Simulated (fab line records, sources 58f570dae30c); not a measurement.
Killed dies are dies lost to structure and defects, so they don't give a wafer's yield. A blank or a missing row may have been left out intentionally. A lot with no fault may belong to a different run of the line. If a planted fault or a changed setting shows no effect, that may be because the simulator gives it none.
Which tool was responsible? -- flow berkeley_cmos170 -- 42 wafers sampled from 14 lots at 1 step of a route of 331

## WHAT THE GAUGES SHOWED, per wafer
UCB170_SILICIDE_RS_MEAS_02: uses a four-point probe to measure. Usual: SILICIDE_TI_RS 26.3 ohm/sq, standard deviation 0.46.
lot,measured,on,SILICIDE_TI_RS (ohm/sq),flag
L495,day 6 15:30,film_metro-02,26.3 27.3 27.1,
L497,day 6 23:59,film_metro-04,26.1 26.6 26.0,
L499,day 7 09:00,film_metro-04,26.6 26.1 26.3,
L500,day 8 03:56,film_metro-04,25.8 26.0 26.5,
L502,day 8 12:35,film_metro-02,25.9 26.6 26.7,
L504,day 8 16:40,film_metro-04,25.2 25.8 25.8,
L506,day 8 17:03,film_metro-04,26.9 26.1 26.7,
L503,day 8 17:15,film_metro-03,25.9 25.9 25.7,
L501,day 8 17:36,film_metro-04,26.0 26.0 25.4,
L511,day 10 14:14,film_metro-04,26.0 25.9 25.9,
L509,day 10 14:49,film_metro-04,27.1 26.3 27.1,
L512,day 10 19:54,film_metro-02,26.5 26.6 26.5,
L518,day 11 13:54,film_metro-04,25.7 25.6 25.6,
L517,day 11 14:33,film_metro-02,26.6 26.7 26.5,

## WHAT TOOL EACH LOT RAN ON (gives the tool, then ch and the chambers of the sampled wafers, and finally the start)
The record holds no process step before these readings.

## AS READ BY THE TOOLS THEMSELVES (means over the sampled wafers that have a number; for cases with no such wafer, the mark the record gives instead)
The record holds no such reading with a usual standard deviation.

## THE ANSWER, worked out from the rows above alone
Rule: take the mean of a lot's wafers that have a number; if it is more than 3 standard deviations from the usual mean, the lot is off. A lot without any number at a reading at which 4 lots or more have one is off too. Where the step has rows for the other lots, those lots are counted as sound. After the gauges, taken in route order, come the tools' own readings; for these a lot's mean is taken, as printed above. The first step at which some lot is off is used, and at that step the reading that is off furthest; a lot without a number counts as furthest.
No lot is off on any of the readings shown, so nothing can be concluded from this.

## WHAT WAS PUT IN BY THE SIMULATOR
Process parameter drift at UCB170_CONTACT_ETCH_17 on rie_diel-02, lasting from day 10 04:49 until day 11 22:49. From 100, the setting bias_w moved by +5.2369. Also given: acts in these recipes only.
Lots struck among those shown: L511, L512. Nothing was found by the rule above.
